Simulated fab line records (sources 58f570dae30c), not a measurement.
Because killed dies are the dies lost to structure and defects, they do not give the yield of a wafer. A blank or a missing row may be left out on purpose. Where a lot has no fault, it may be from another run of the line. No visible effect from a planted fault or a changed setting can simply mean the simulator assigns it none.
fab line records | flow berkeley_cmos170 | part 1 of 2: steps 1 to 27 of 35
record: lots: 5 | wafers: 15 | last_day: 12
route steps=331 shown M1@240 V1@254 M2@271
lots that met no fault: from a run of the same line without faults
start_h: hours from the record's opening day to when the first of the lot's shown wafers began | wait_h: hours since the lot's step before | " as in the row above | L1.1+2: several wafers, shown together as one row | - no value present, or no start provided | * or withheld: withheld | < > ~ a bound
route shown NAME@n: NAME is a module with steps in the file, n the number in the route of the first one | usual: mean and standard deviation over wafers with no fault | same: alike in all rows | chamber/n: place in a boat | sites: each site's reading | _std_site: how widely they spread, as a standard deviation | _edge_site: outer sites' mean less inner sites' | radius_mm: for every site, how far away it sits from the centre of the wafer | mask NAME#n: copy n | behind: the last tool/chamber to shape the wafer | hold: why the lot went on hold/how many hours it stayed there/how the hold came to an end | device: the transistor (n, p or np) that didn't switch | end of line: at the end of the route, the tests of the same wafers | a step with no rows: only its recipe | killed: the dies lost at the first sort to structure and to defects; this is not the yield of the wafer | map: dies across one wafer; x = killed, . = not, _ = none there
set.NAME: the setting the step ran with; set.NAME@STEP: the setting that earlier step ran with | model.NAME: the simulator's own value behind a step, which no gauge read
lots seen at some steps along the route; tables by step, rows by wafer
services: from which hour (start_h, from the record's first day; less than 0 if before it) a tool's chamber was out of use, for how many hours, and why
== steps ==
step: UCB170_M1_THK_MEAS_02
recipe: thk_meas_gauge: xrf | reads: Al_of_M1_SPUTTER_00
usual: M1_AL_THK: 607/6.6
lot.wafer | tool          | chamber | start_h | wait_h | M1_AL_THK[nm]
L084.2    | film_metro-01 | -       | 219.98  | 0.1    | 617
L084.4    | "             | -       | "       | "      | 601
L084.6    | "             | -       | "       | "      | 608
L086.3    | film_metro-02 | -       | 233.07  | 0.1    | 610
L086.4    | "             | -       | "       | "      | 607
L086.5    | "             | -       | "       | "      | 610
L091.3    | film_metro-01 | -       | 259.92  | 0.1    | 603
L091.4    | "             | -       | "       | "      | 607
L091.5    | "             | -       | "       | "      | 606
L093.1    | film_metro-04 | -       | 268.64  | 0.1    | 612
L093.4    | "             | -       | "       | "      | 607
L093.6    | "             | -       | "       | "      | 611
L096.3    | film_metro-02 | -       | 269.89  | 0.1    | 611
L096.5    | "             | -       | "       | "      | 603
L096.6    | "             | -       | "       | "      | 609
step: UCB170_M1_COAT_03
recipe: resist: BARC | temp_c: withheld | time_s: withheld | spin_rpm: 3000 | resist_thk_nm: withheld
usual: spin_speed_rpm: 3000.4/2
lot.wafer | tool           | chamber | start_h | wait_h | spin_speed_rpm
L084.2    | litho_track-01 | 0       | 220.82  | 0.8    | 2999.6
L084.4    | "              | 0       | "       | "      | 2998.8
L084.6    | "              | 0       | "       | "      | 2999.7
L086.3    | litho_track-04 | 0       | 233.47  | 0.4    | 2998.6
L086.4    | "              | 0       | "       | "      | 2998.0
L086.5    | "              | 0       | "       | "      | 3001.8
L091.3    | litho_track-04 | 0       | 260.41  | 0.5    | 2999.8
L091.4    | "              | 0       | "       | "      | 2999.3
L091.5    | "              | 0       | "       | "      | 3002.0
L093.1    | litho_track-01 | 0       | 268.70  | 0.1    | 3005.9
L093.4    | "              | 0       | "       | "      | 3005.3
L093.6    | "              | 0       | "       | "      | 3005.3
L096.3    | litho_track-02 | 0       | 270.22  | 0.3    | 2999.3
L096.5    | "              | 0       | "       | "      | 3002.5
L096.6    | "              | 0       | "       | "      | 2999.2
step: UCB170_M1_COAT_04
recipe: resist: KrF | spin_rpm: 1500 | resist_thk_nm: 900
usual: spin_speed_rpm: 1500.0/0.77
lot.wafer | tool           | chamber | start_h | wait_h | spin_speed_rpm
L084.2    | litho_track-01 | 0       | -       | -      | 1500.5
L084.4    | "              | 0       | "       | "      | 1499.8
L084.6    | "              | 0       | "       | "      | 1500.2
L086.3    | litho_track-04 | 0       | -       | -      | 1499.8
L086.4    | "              | 0       | "       | "      | 1498.9
L086.5    | "              | 0       | "       | "      | 1499.2
L091.3    | litho_track-04 | 0       | -       | -      | 1501.1
L091.4    | "              | 0       | "       | "      | 1500.3
L091.5    | "              | 0       | "       | "      | 1501.6
L093.1    | litho_track-01 | 0       | -       | -      | 1500.2
L093.4    | "              | 0       | "       | "      | 1500.0
L093.6    | "              | 0       | "       | "      | 1499.6
L096.3    | litho_track-02 | 0       | -       | -      | 1500.0
L096.5    | "              | 0       | "       | "      | 1500.6
L096.6    | "              | 0       | "       | "      | 1500.7
step: UCB170_M1_SOFTBAKE_05
recipe: resist: KrF | temp_c: 130 | time_s: 60
usual: heater_power_total_W: 56.80/0.046
lot.wafer | tool           | chamber | start_h | wait_h | heater_power_total_W
L084.2    | litho_track-01 | 0       | -       | -      | 56.86
L084.4    | "              | 0       | "       | "      | 56.78
L084.6    | "              | 0       | "       | "      | 56.72
L086.3    | litho_track-04 | 0       | -       | -      | 56.79
L086.4    | "              | 0       | "       | "      | 56.75
L086.5    | "              | 0       | "       | "      | 56.79
L091.3    | litho_track-04 | 0       | -       | -      | 56.85
L091.4    | "              | 0       | "       | "      | 56.76
L091.5    | "              | 0       | "       | "      | 56.81
L093.1    | litho_track-01 | 0       | -       | -      | 56.82
L093.4    | "              | 0       | "       | "      | 56.78
L093.6    | "              | 0       | "       | "      | 56.82
L096.3    | litho_track-02 | 0       | -       | -      | 56.82
L096.5    | "              | 0       | "       | "      | 56.83
L096.6    | "              | 0       | "       | "      | 56.80
step: UCB170_M1_EXPOSE_06
recipe: mask_id: METAL1 | target_cd_nm: 700 | na: 0.5 | sigma_outer: 0.6 | source_shape: conventional | dose_mj: 21
lot.wafer  | tool           | chamber | start_h | wait_h | mask
L084.2+4+6 | krf_scanner-01 | 0       | 221.48  | -      | METAL1#0
L086.3+4+5 | krf_scanner-01 | 0       | -       | -      | METAL1#0
L091.3+4+5 | krf_scanner-01 | 0       | 260.97  | -      | METAL1#0
L093.1+4+6 | krf_scanner-01 | 0       | 269.15  | -      | METAL1#0
L096.3+5+6 | krf_scanner-02 | 0       | 270.78  | -      | METAL1#0
step: UCB170_M1_PEB_07
recipe: peb_temp_c: 130 | peb_time_s: withheld | resist: KrF
usual: heater_power_total_W: 56.81/0.049
lot.wafer | tool           | chamber | start_h | wait_h | heater_power_total_W
L084.2    | litho_track-04 | 0       | 222.29  | 0.8    | 56.82
L084.4    | "              | 0       | "       | "      | 56.82
L084.6    | "              | 0       | "       | "      | 56.79
L086.3    | litho_track-01 | 0       | -       | -      | 56.89
L086.4    | "              | 0       | "       | "      | 56.84
L086.5    | "              | 0       | "       | "      | 56.72
L091.3    | litho_track-01 | 0       | 261.41  | 0.4    | 56.75
L091.4    | "              | 0       | "       | "      | 56.80
L091.5    | "              | 0       | "       | "      | 56.79
L093.1    | litho_track-01 | 0       | 269.27  | 0.1    | 56.84
L093.4    | "              | 0       | "       | "      | 56.79
L093.6    | "              | 0       | "       | "      | 56.78
L096.3    | litho_track-04 | 0       | 271.09  | 0.3    | 56.82
L096.5    | "              | 0       | "       | "      | 56.81
L096.6    | "              | 0       | "       | "      | 56.82
step: UCB170_M1_DEVELOP_08
recipe: developer: TMAH | develop_time_s: 45 | resist: KrF | dev_temp_c: 21
lot.wafer  | tool           | chamber | start_h | wait_h
L084.2+4+6 | litho_track-04 | 0       | -       | -
L086.3+4+5 | litho_track-01 | 0       | -       | -
L091.3+4+5 | litho_track-01 | 0       | -       | -
L093.1+4+6 | litho_track-01 | 0       | -       | -
L096.3+5+6 | litho_track-04 | 0       | -       | -
step: UCB170_M1_CD_MEAS_09
recipe: target_cd_nm: 700
usual: cd_nm: 700.0/1.5
lot.wafer | tool      | chamber | start_h | wait_h | cd_nm
L084.2    | cd_sem-01 | -       | 222.56  | -      | 697.3
L084.4    | "         | -       | "       | "      | 696.2
L084.6    | "         | -       | "       | "      | 696.3
L086.3    | cd_sem-02 | -       | 235.27  | -      | 698.8
L086.4    | "         | -       | "       | "      | 698.6
L086.5    | "         | -       | "       | "      | 699.7
L091.3    | cd_sem-01 | -       | 261.68  | -      | 700.2
L091.4    | "         | -       | "       | "      | 700.2
L091.5    | "         | -       | "       | "      | 699.6
L093.1    | cd_sem-02 | -       | 269.55  | -      | 701.0
L093.4    | "         | -       | "       | "      | 700.5
L093.6    | "         | -       | "       | "      | 700.8
L096.3    | cd_sem-01 | -       | 271.35  | -      | 700.8
L096.5    | "         | -       | "       | "      | 700.2
L096.6    | "         | -       | "       | "      | 700.1
step: UCB170_M1_OVL_MEAS_10
usual: M1_OVL: 2/4.2
lot.wafer | tool       | chamber | start_h | wait_h | M1_OVL[nm]
L084.2    | overlay-02 | -       | 222.67  | 0.1    | -2
L084.4    | "          | -       | "       | "      | -6
L084.6    | "          | -       | "       | "      | 0
L086.3    | overlay-02 | -       | 235.37  | 0.1    | 10
L086.4    | "          | -       | "       | "      | 8
L086.5    | "          | -       | "       | "      | 4
L091.3    | overlay-02 | -       | 261.77  | 0.1    | 6
L091.4    | "          | -       | "       | "      | 7
L091.5    | "          | -       | "       | "      | 7
L093.1    | overlay-02 | -       | 269.67  | 0.1    | 0
L093.4    | "          | -       | "       | "      | 3
L093.6    | "          | -       | "       | "      | -1
L096.3    | overlay-01 | -       | 271.45  | 0.1    | -5
L096.5    | "          | -       | "       | "      | -1
L096.6    | "          | -       | "       | "      | -1
step: UCB170_M1_ETCH_11
recipe: chemistry: N2/H2 | target_depth_a: withheld | overetch_a: withheld | target: BARC | time_s: withheld | source_w: 500 | bias_w: 100 | pressure_mtorr: 30 | n2_flow_sccm: 100 | h2_flow_sccm: 200
usual: chamber_pressure_mTorr: 29.993/0.029 | drypump_motor_current_A: 5.5/0.38 | oes_product_au: 1.004/0.022 | throttle_valve_pct: 13.38/0.16
lot.wafer | tool        | chamber | start_h | wait_h | chamber_pressure_mTorr | drypump_motor_current_A | oes_product_au | throttle_valve_pct
L084.2    | rie_diel-01 | 1       | 222.70  | 0.0    | 29.972                 | 5.3                     | 1.010          | 13.39
L084.4    | "           | 0       | "       | "      | 29.956                 | 5.7                     | 0.985          | 13.36
L084.6    | "           | 2       | "       | "      | 29.980                 | 5.2                     | 1.005          | 13.33
L086.3    | rie_diel-03 | 3       | 235.39  | 0.0    | 29.991                 | 5.7                     | 0.988          | 13.10
L086.4    | "           | 0       | "       | "      | 29.978                 | 5.0                     | 1.008          | 13.26
L086.5    | "           | 1       | "       | "      | 29.995                 | 5.8                     | 0.988          | 13.50
L091.3    | rie_diel-03 | 0       | 261.79  | 0.0    | 29.998                 | 5.0                     | 1.003          | 13.27
L091.4    | "           | 1       | "       | "      | 30.019                 | 5.8                     | 0.980          | 13.49
L091.5    | "           | 2       | "       | "      | 30.038                 | 5.1                     | 1.015          | 13.47
L093.1    | rie_diel-02 | 3       | 269.70  | 0.0    | 29.972                 | 5.0                     | 1.014          | 13.59
L093.4    | "           | 2       | "       | "      | 29.950                 | 5.8                     | 1.050          | 13.57
L093.6    | "           | 3       | "       | "      | 29.936                 | 5.0                     | 1.009          | 13.60
L096.3    | rie_diel-02 | 3       | 271.47  | 0.0    | 29.988                 | 5.0                     | 1.011          | 13.59
L096.5    | "           | 3       | "       | "      | 29.993                 | 5.0                     | 1.008          | 13.58
L096.6    | "           | 2       | "       | "      | 30.012                 | 5.8                     | 1.051          | 13.55
step: UCB170_M1_METAL_ETCH_12
recipe: chemistry: Cl2/BCl3 | target: Al | stop_on: PSG | pressure_mtorr: 12 | target_depth_a: 7800 | over_etch_frac: 0.3 | time_s: 130 | icp_w: 600 | bias_w: 120 | Cl2_flow_sccm: 90 | bcl3_flow_sccm: 45
usual: chamber_pressure_mTorr: 12.000/0.011 | drypump_motor_current_A: 5.90/0.22 | oes_product_au: 0.860/0.018 | throttle_valve_pct: 24.34/0.14
lot.wafer | tool         | chamber | start_h | wait_h | chamber_pressure_mTorr | drypump_motor_current_A | oes_product_au | rf_hours_counter_h | throttle_valve_pct
L084.2    | rie_metal-01 | 1       | 222.74  | -      | 12.003                 | 5.66                    | 0.849          | 5                  | 24.25
L084.4    | "            | 0       | "       | "      | 11.993                 | 5.79                    | 0.840          | -                  | 24.39
L084.6    | "            | 0       | "       | "      | 11.984                 | 5.78                    | 0.831          | -                  | 24.39
L086.3    | rie_metal-01 | 1       | 235.48  | -      | 12.022                 | 5.67                    | 0.851          | -                  | 24.22
L086.4    | "            | 0       | "       | "      | 12.009                 | 5.80                    | 0.826          | -                  | 24.39
L086.5    | "            | 1       | "       | "      | 12.012                 | 5.67                    | 0.849          | -                  | 24.22
L091.3    | rie_metal-02 | 0       | 261.89  | -      | 12.013                 | 6.25                    | 0.880          | -                  | 24.42
L091.4    | "            | 1       | "       | "      | 12.023                 | 6.06                    | 0.870          | -                  | 24.32
L091.5    | "            | 1       | "       | "      | 11.997                 | 6.06                    | 0.877          | -                  | 24.33
L093.1    | rie_metal-01 | 0       | 269.74  | -      | 11.995                 | 5.79                    | 0.829          | 4                  | 24.39
L093.4    | "            | 0       | "       | "      | 11.995                 | 5.74                    | 0.833          | -                  | 24.38
L093.6    | "            | 0       | "       | "      | 12.004                 | 5.77                    | 0.830          | -                  | 24.38
L096.3    | rie_metal-03 | 0       | 271.56  | -      | 12.009                 | 5.67                    | 0.877          | -                  | 24.09
L096.5    | "            | 0       | "       | "      | 12.008                 | 5.67                    | 0.864          | -                  | 24.09
L096.6    | "            | 1       | "       | "      | 11.982                 | 5.89                    | 0.868          | -                  | 24.57
step: UCB170_M1_STRIP_13
recipe: chemistry: O2 | power_w: 400 | pressure_mtorr: 3500 | platen_temp_c: withheld | o2_flow_sccm: 400 | overash_fraction: 0.5
usual: chamber_pressure_mTorr: 3499.9/3 | drypump_motor_current_A: 5.9/0.36 | o2_flow_sccm: 400.2/1.3 | oes_product_au: 0.720/0.0048
lot.wafer | tool            | chamber | start_h | wait_h | chamber_pressure_mTorr | drypump_motor_current_A | o2_flow_sccm | oes_product_au | rf_hours_counter_h
L084.2    | plasma_asher-02 | 1       | 222.87  | 0.1    | 3496.7                 | 6.4                     | 397.9        | 0.726          | 49
L084.4    | "               | 1       | "       | "      | 3505.9                 | 6.4                     | 398.1        | 0.720          | -
L084.6    | "               | 0       | "       | "      | 3497.3                 | 5.8                     | 401.7        | 0.724          | -
L086.3    | plasma_asher-03 | 1       | 235.60  | 0.1    | 3497.0                 | 5.4                     | 400.2        | 0.722          | -
L086.4    | "               | 0       | "       | "      | 3497.2                 | 5.3                     | 399.7        | 0.715          | -
L086.5    | "               | 1       | "       | "      | 3501.7                 | 5.4                     | 400.4        | 0.724          | -
L091.3    | plasma_asher-02 | 1       | 262.04  | 0.1    | 3504.1                 | 6.4                     | 399.8        | 0.721          | -
L091.4    | "               | 0       | "       | "      | 3492.8                 | 5.8                     | 399.8        | 0.712          | -
L091.5    | "               | 1       | "       | "      | 3498.8                 | 6.4                     | 400.2        | 0.715          | -
L093.1    | plasma_asher-02 | 0       | 269.88  | 0.1    | 3497.2                 | 5.8                     | 400.7        | 0.731          | 52
L093.4    | "               | 1       | "       | "      | 3505.1                 | 6.4                     | 402.3        | 0.718          | -
L093.6    | "               | 1       | "       | "      | 3499.6                 | 6.4                     | 400.2        | 0.727          | -
L096.3    | plasma_asher-01 | 1       | 271.68  | 0.1    | 3501.5                 | 6.0                     | 401.3        | 0.718          | -
L096.5    | "               | 0       | "       | "      | 3501.2                 | 6.1                     | 398.3        | 0.722          | -
L096.6    | "               | 1       | "       | "      | 3502.8                 | 6.0                     | 400.4        | 0.716          | -
step: UCB170_M1_CD_MEAS_90
recipe: target_cd_nm: 700
usual: cd_nm: 699.7/2.3
lot.wafer | tool      | chamber | start_h | wait_h | cd_nm
L084.2    | cd_sem-02 | -       | 223.01  | 0.1    | 699.6
L084.4    | "         | -       | "       | "      | 698.0
L084.6    | "         | -       | "       | "      | 697.1
L086.3    | cd_sem-02 | -       | 235.71  | 0.1    | 703.4
L086.4    | "         | -       | "       | "      | 702.0
L086.5    | "         | -       | "       | "      | 701.9
L091.3    | cd_sem-02 | -       | 262.15  | 0.1    | 698.8
L091.4    | "         | -       | "       | "      | 698.8
L091.5    | "         | -       | "       | "      | 699.2
L093.1    | cd_sem-02 | -       | 269.98  | 0.1    | 701.3
L093.4    | "         | -       | "       | "      | 705.2
L093.6    | "         | -       | "       | "      | 701.6
L096.3    | cd_sem-01 | -       | 271.79  | 0.1    | 699.3
L096.5    | "         | -       | "       | "      | 696.1
L096.6    | "         | -       | "       | "      | 701.6
step: UCB170_M1_ANNEAL_14
recipe: temp_c: 400 | time_s: 1200 | ambient: forming_gas
usual: zone_power_centre_pct: 13.33/0.13 | zone_power_source_pct: 5.85/0.058
lot.wafer | tool       | chamber | start_h | wait_h | zone_power_centre_pct | zone_power_source_pct
L084.2    | furnace-03 | 0       | 224.15  | 1.1    | 13.20                 | 5.81
L084.4    | "          | 0       | "       | "      | 13.41                 | 5.91
L084.6    | "          | 0       | "       | "      | 13.24                 | 5.92
L086.3    | furnace-03 | 0       | 235.79  | 0.1    | 13.31                 | 5.83
L086.4    | "          | 0       | "       | "      | 13.52                 | 5.82
L086.5    | "          | 0       | "       | "      | 13.25                 | 5.77
L091.3    | furnace-03 | 0       | 262.23  | 0.1    | 13.40                 | 5.87
L091.4    | "          | 0       | "       | "      | 13.33                 | 5.88
L091.5    | "          | 0       | "       | "      | 13.30                 | 5.77
L093.1    | furnace-03 | 0       | 270.10  | 0.1    | 13.31                 | 5.90
L093.4    | "          | 0       | "       | "      | 13.45                 | 5.71
L093.6    | "          | 0       | "       | "      | 13.41                 | 5.86
L096.3    | furnace-03 | 0       | 271.87  | 0.1    | 13.36                 | 5.81
L096.5    | "          | 0       | "       | "      | 13.56                 | 5.79
L096.6    | "          | 0       | "       | "      | 13.32                 | 5.82
step: UCB170_V1_CVD_00
recipe: material: SiO2 | target_thk_nm: 2000 | temp_c: 390 | precursor: TEOS/O2 | time_s: 250 | rf_w: 550 | pressure_mtorr: 9000
usual: heater_power_w: 253/48
lot.wafer | tool     | chamber | start_h | wait_h | heater_power_w
L084.2    | pecvd-02 | 0       | 225.48  | 0.0    | 297
L084.4    | "        | 1       | "       | "      | 251
L084.6    | "        | 0       | "       | "      | 234
L086.3    | pecvd-03 | 0       | 237.12  | 0.0    | 283
L086.4    | "        | 2       | "       | "      | 239
L086.5    | "        | 0       | "       | "      | 199
L091.3    | pecvd-01 | 1       | 263.56  | 0.0    | 245
L091.4    | "        | 2       | "       | "      | 259
L091.5    | "        | 0       | "       | "      | 208
L093.1    | pecvd-03 | 0       | 271.43  | 0.0    | 282
L093.4    | "        | 0       | "       | "      | 199
L093.6    | "        | 1       | "       | "      | 187
L096.3    | pecvd-02 | 0       | 273.20  | 0.0    | 328
L096.5    | "        | 0       | "       | "      | 238
L096.6    | "        | 2       | "       | "      | 187
step: UCB170_V1_THK_MEAS_01
recipe: reads: SiO2_of_V1_CVD_00
usual: V1_TEOS_THK: 1999/29
lot.wafer | tool          | chamber | start_h | wait_h | V1_TEOS_THK[nm]
L084.2    | film_metro-03 | -       | 225.65  | 0.1    | 2000
L084.4    | "             | -       | "       | "      | 2029
L084.6    | "             | -       | "       | "      | 2023
L086.3    | film_metro-02 | -       | 237.29  | 0.1    | 1971
L086.4    | "             | -       | "       | "      | 2013
L086.5    | "             | -       | "       | "      | 1992
L091.3    | film_metro-01 | -       | 263.75  | 0.1    | 2014
L091.4    | "             | -       | "       | "      | 2019
L091.5    | "             | -       | "       | "      | 2029
L093.1    | film_metro-02 | -       | 271.59  | 0.1    | 1960
L093.4    | "             | -       | "       | "      | 2005
L093.6    | "             | -       | "       | "      | 2012
L096.3    | film_metro-01 | -       | 273.37  | 0.1    | 1959
L096.5    | "             | -       | "       | "      | 2021
L096.6    | "             | -       | "       | "      | 1984
step: UCB170_V1_CMP_02
recipe: material: SiO2 | down_force_psi: 6 | platen_rpm: 60 | pad_velocity_m_s: 0.75398
usual: motor_current_A: 15.4/0.93 | slurry_filter_dp_kPa: 13.51/0.14
lot.wafer | tool   | chamber | start_h | wait_h | motor_current_A | slurry_filter_dp_kPa
L084.4    | cmp-01 | 3       | 225.75  | 0.1    | 16.9            | 13.46
L084.2    | "      | 1       | "       | "      | 14.6            | 13.52
L084.6    | "      | 3       | "       | "      | 15.7            | 13.30
L086.3    | cmp-01 | 0       | 237.33  | 0.0    | 14.7            | 13.42
L086.4    | "      | 2       | "       | "      | 15.4            | 13.76
L086.5    | "      | 0       | "       | "      | 14.2            | 13.52
L091.3    | cmp-01 | 3       | 263.79  | 0.0    | 16.3            | 13.66
L091.4    | "      | 2       | "       | "      | 14.8            | 13.51
L091.5    | "      | 3       | "       | "      | 16.2            | 13.48
L093.4    | cmp-01 | 1       | 271.65  | 0.0    | 15.0            | 13.55
L093.1    | "      | 0       | "       | "      | 15.0            | 13.55
L093.6    | "      | 2       | "       | "      | 15.0            | 13.34
L096.3    | cmp-02 | 2       | 273.41  | 0.0    | 15.4            | 13.57
L096.5    | "      | 2       | "       | "      | 14.2            | 13.47
L096.6    | "      | 3       | "       | "      | 16.4            | 13.50
step: UCB170_V1_BOW_MEAS_03
recipe: mode: bow
usual: V1_BOW: 20/6.8
lot.wafer | tool          | chamber | start_h | wait_h | V1_BOW[um]
L084.2    | film_metro-02 | -       | 226.02  | 0.1    | 8
L084.4    | "             | -       | "       | "      | 27
L084.6    | "             | -       | "       | "      | 17
L086.3    | film_metro-01 | -       | 237.67  | 0.3    | 26
L086.4    | "             | -       | "       | "      | 19
L086.5    | "             | -       | "       | "      | 18
L091.3    | film_metro-03 | -       | 264.13  | 0.3    | 24
L091.4    | "             | -       | "       | "      | 20
L091.5    | "             | -       | "       | "      | 25
L093.1    | film_metro-02 | -       | 271.95  | 0.1    | 23
L093.4    | "             | -       | "       | "      | 22
L093.6    | "             | -       | "       | "      | 23
L096.3    | film_metro-02 | -       | 273.75  | 0.3    | 24
L096.5    | "             | -       | "       | "      | 26
L096.6    | "             | -       | "       | "      | 20
step: UCB170_V1_THK_MEAS_04
recipe: reads: SiO2_of_V1_CVD_00
usual: V1_POLISHED_THK: 1000.1/1.1
lot.wafer | tool          | chamber | start_h | wait_h | V1_POLISHED_THK[nm]
L084.2    | film_metro-02 | -       | 226.13  | 0.1    | 999.8
L084.4    | "             | -       | "       | "      | 1001.3
L084.6    | "             | -       | "       | "      | 1001.3
L086.3    | film_metro-01 | -       | 237.77  | 0.1    | 1000.6
L086.4    | "             | -       | "       | "      | 1001.8
L086.5    | "             | -       | "       | "      | 1002.8
L091.3    | film_metro-03 | -       | 264.23  | 0.1    | 1003.4
L091.4    | "             | -       | "       | "      | 1000.3
L091.5    | "             | -       | "       | "      | 1002.1
L093.1    | film_metro-02 | -       | 272.07  | 0.1    | 1000.5
L093.4    | "             | -       | "       | "      | 998.9
L093.6    | "             | -       | "       | "      | 999.8
L096.3    | film_metro-02 | -       | 273.85  | 0.1    | 1001.3
L096.5    | "             | -       | "       | "      | 999.2
L096.6    | "             | -       | "       | "      | 1000.4
step: UCB170_V1_CLEAN_05
recipe: chemistry: DIW
lot.wafer  | tool         | chamber | start_h | wait_h
L084.2+4+6 | wet_bench-04 | 0       | 226.18  | 0.0
L086.3+4+5 | wet_bench-04 | 2       | 238.00  | 0.2
L091.3+4+5 | wet_bench-03 | 3       | 264.49  | 0.3
L093.1+4+6 | wet_bench-04 | 2       | 272.44  | 0.4
L096.3+5+6 | wet_bench-03 | 1       | 273.89  | 0.0
step: UCB170_V1_HMDS_06
recipe: prime_time_s: 60 | prime_temp_c: 100
lot.wafer  | tool           | chamber | start_h | wait_h
L084.2+4+6 | litho_track-04 | 0       | 226.38  | 0.0
L086.3+4+5 | litho_track-01 | 0       | 238.22  | 0.1
L091.3+4+5 | litho_track-04 | 0       | 264.72  | 0.1
L093.1+4+6 | litho_track-01 | 0       | 272.63  | 0.0
L096.3+5+6 | litho_track-01 | 0       | 274.12  | 0.1
step: UCB170_V1_COAT_07
recipe: resist: KrF | spin_rpm: 1500 | resist_thk_nm: 900
usual: spin_speed_rpm: 1499.8/0.94
lot.wafer | tool           | chamber | start_h | wait_h | spin_speed_rpm
L084.2    | litho_track-04 | 0       | 226.53  | 0.1    | 1501.2
L084.4    | "              | 0       | "       | "      | 1500.2
L084.6    | "              | 0       | "       | "      | 1500.0
L086.3    | litho_track-01 | 0       | 238.37  | 0.1    | 1500.6
L086.4    | "              | 0       | "       | "      | 1500.7
L086.5    | "              | 0       | "       | "      | 1499.5
L091.3    | litho_track-04 | 0       | 264.87  | 0.1    | 1498.6
L091.4    | "              | 0       | "       | "      | 1499.7
L091.5    | "              | 0       | "       | "      | 1498.6
L093.1    | litho_track-01 | 0       | 272.78  | 0.1    | 1500.6
L093.4    | "              | 0       | "       | "      | 1500.7
L093.6    | "              | 0       | "       | "      | 1499.5
L096.3    | litho_track-01 | 0       | 274.27  | 0.1    | 1499.6
L096.5    | "              | 0       | "       | "      | 1499.8
L096.6    | "              | 0       | "       | "      | 1499.6
step: UCB170_V1_SOFTBAKE_08
recipe: resist: KrF | temp_c: 130 | time_s: 60
usual: heater_power_total_W: 56.80/0.05
lot.wafer | tool           | chamber | start_h | wait_h | heater_power_total_W
L084.2    | litho_track-04 | 0       | 226.68  | 0.1    | 56.82
L084.4    | "              | 0       | "       | "      | 56.89
L084.6    | "              | 0       | "       | "      | 56.76
L086.3    | litho_track-01 | 0       | 238.52  | 0.1    | 56.80
L086.4    | "              | 0       | "       | "      | 56.82
L086.5    | "              | 0       | "       | "      | 56.75
L091.3    | litho_track-04 | 0       | 265.02  | 0.1    | 56.72
L091.4    | "              | 0       | "       | "      | 56.79
L091.5    | "              | 0       | "       | "      | 56.81
L093.1    | litho_track-01 | 0       | 272.93  | 0.1    | 56.80
L093.4    | "              | 0       | "       | "      | 56.78
L093.6    | "              | 0       | "       | "      | 56.80
L096.3    | litho_track-01 | 0       | 274.42  | 0.1    | 56.79
L096.5    | "              | 0       | "       | "      | 56.79
L096.6    | "              | 0       | "       | "      | 56.90
step: UCB170_V1_EXPOSE_09
recipe: mask_id: VIA1 | target_cd_nm: 700 | na: 0.5 | sigma_outer: 0.6 | source_shape: conventional | dose_mj: 37
lot.wafer  | tool           | chamber | start_h | wait_h | mask
L084.2+4+6 | krf_scanner-01 | 0       | 226.95  | 0.2    | VIA1#0
L086.3+4+5 | krf_scanner-01 | 0       | 238.66  | 0.1    | VIA1#0
L091.3+4+5 | krf_scanner-01 | 0       | 265.28  | 0.2    | VIA1#0
L093.1+4+6 | krf_scanner-01 | 0       | 273.08  | 0.1    | VIA1#0
L096.3+5+6 | krf_scanner-02 | 0       | 274.68  | 0.2    | VIA1#0
step: UCB170_V1_PEB_10
recipe: peb_temp_c: 130 | peb_time_s: withheld | resist: KrF
usual: heater_power_total_W: 56.80/0.046
lot.wafer | tool           | chamber | start_h | wait_h | heater_power_total_W
L084.2    | litho_track-01 | 0       | 227.07  | 0.1    | 56.90
L084.4    | "              | 0       | "       | "      | 56.83
L084.6    | "              | 0       | "       | "      | 56.79
L086.3    | litho_track-04 | 0       | 238.79  | 0.1    | 56.82
L086.4    | "              | 0       | "       | "      | 56.77
L086.5    | "              | 0       | "       | "      | 56.77
L091.3    | litho_track-01 | 0       | 265.41  | 0.1    | 56.81
L091.4    | "              | 0       | "       | "      | 56.79
L091.5    | "              | 0       | "       | "      | 56.79
L093.1    | litho_track-03 | 0       | 273.28  | 0.2    | 56.81
L093.4    | "              | 0       | "       | "      | 56.78
L093.6    | "              | 0       | "       | "      | 56.77
L096.3    | litho_track-04 | 0       | 274.81  | 0.1    | 56.77
L096.5    | "              | 0       | "       | "      | 56.78
L096.6    | "              | 0       | "       | "      | 56.90
step: UCB170_V1_DEVELOP_11
recipe: developer: TMAH | develop_time_s: 45 | resist: KrF | dev_temp_c: 21
lot.wafer  | tool           | chamber | start_h | wait_h
L084.2+4+6 | litho_track-01 | 0       | -       | -
L086.3+4+5 | litho_track-04 | 0       | -       | -
L091.3+4+5 | litho_track-01 | 0       | -       | -
L093.1+4+6 | litho_track-03 | 0       | -       | -
L096.3+5+6 | litho_track-04 | 0       | -       | -
step: UCB170_V1_CD_MEAS_12
recipe: target_cd_nm: 700
usual: cd_nm: 700.4/1.5
lot.wafer | tool      | chamber | start_h | wait_h | cd_nm
L084.2    | cd_sem-02 | -       | 227.34  | -      | 700.5
L084.4    | "         | -       | "       | "      | 698.7
L084.6    | "         | -       | "       | "      | 699.7
L086.3    | cd_sem-02 | -       | 239.05  | -      | 697.7
L086.4    | "         | -       | "       | "      | 700.3
L086.5    | "         | -       | "       | "      | 699.2
L091.3    | cd_sem-01 | -       | 265.67  | -      | 701.9
L091.4    | "         | -       | "       | "      | 699.3
L091.5    | "         | -       | "       | "      | 698.6
L093.1    | cd_sem-02 | -       | 273.56  | -      | 700.7
L093.4    | "         | -       | "       | "      | 701.2
L093.6    | "         | -       | "       | "      | 700.5
L096.3    | cd_sem-01 | -       | 275.08  | -      | 696.7
L096.5    | "         | -       | "       | "      | 697.7
L096.6    | "         | -       | "       | "      | 697.0
